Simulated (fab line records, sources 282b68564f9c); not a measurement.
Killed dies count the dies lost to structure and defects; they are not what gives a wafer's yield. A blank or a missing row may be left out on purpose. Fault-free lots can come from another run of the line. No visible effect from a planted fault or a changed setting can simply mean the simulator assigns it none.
2 desks, one fault | flow rit-cmos | every desk sees just its own numbers, and what lay behind them comes last

## FOR THE TOOL OWNER'S DESK: iline-stepper-01
The tool's own readings at RIT_M1_EXPOSE_06 (exposes mask M12, target cd 2600 nm): means of the sampled wafers that have a number, for each lot that ran on this tool. A lot is out of limits, marked OUT, if its mean lies more than 4 standard deviations from the usual mean; the brackets give that distance.
Columns: A = exposure-dose-mJ-cm2 at RIT_M1_EXPOSE_06, usual 251.85
lot  | first seen here | A
L298 | day 3 13:52     | 251.88
L299 | day 3 18:13     | 251.96
L308 | day 5 17:27     | 250.23 (-6.5) OUT
Finding of this desk: L308 out of limits; the first was L308 at day 5 17:27, on exposure-dose-mJ-cm2 at RIT_M1_EXPOSE_06. Within limits: L298, L299.

## METROLOGY DESK
What the gauges read for every lot (on any tool): the sampled wafers with a number, averaged. A lot is out of limits, marked OUT, if its mean lies more than 4 standard deviations from the usual mean; the brackets give that distance.
Columns: A = NSD_OVL at RIT_NSD_OVL_MEAS_06, usual 0.1 nm; B = SILICIDE_TI_THK at RIT_SILICIDE_THK_MEAS_03, usual 29.7 nm; C = cd-nm at RIT_M1_CD_MEAS_09, usual 2600.3 nm
lot  | first seen here | A    | B    | C
L297 | day 3 01:28     | 0.8  | 29.9 | 2599.6
L298 | day 3 07:07     | 0.7  | 29.8 | 2600.7
L299 | day 3 11:34     | -1.1 | 30.0 | 2598.0
L300 | day 3 18:59     | -0.7 | 29.8 | 2599.2
L306 | day 5 00:53     | 0.3  | 29.5 | 2600.1
L308 | day 5 10:42     | -0.7 | 30.1 | 2592.7
L314 | day 6 18:00     | -0.4 | 29.3 | 2599.4
L317 | day 7 08:50     | 1.5  | 29.5 | 2598.2
L319 | day 7 15:58     | -1.2 | 29.4 | 2596.6
L320 | day 7 23:40     | 0.4  | 28.7 | 2598.0
This desk's verdict: no lot among the 10 shows anything out of limits.

## TAKEN TOGETHER
On L308, at day 5 17:27, an alarm was possible from the tool owner's desk.
Nothing out of limits was seen by the metrology desk.
The metrology desk holds a record of L308, inside its limits.
On iline-stepper-01, each named lot ran RIT_M1_EXPOSE_06.

## WHAT THE SIMULATOR PUT IN
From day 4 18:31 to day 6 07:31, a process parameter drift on iline-stepper-01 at RIT_M1_EXPOSE_06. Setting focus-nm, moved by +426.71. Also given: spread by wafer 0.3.
Lots struck among those shown: L308.
How many hours passed from the start of the fault until each desk's first out-of-limits reading: the tool owner's desk, 23.
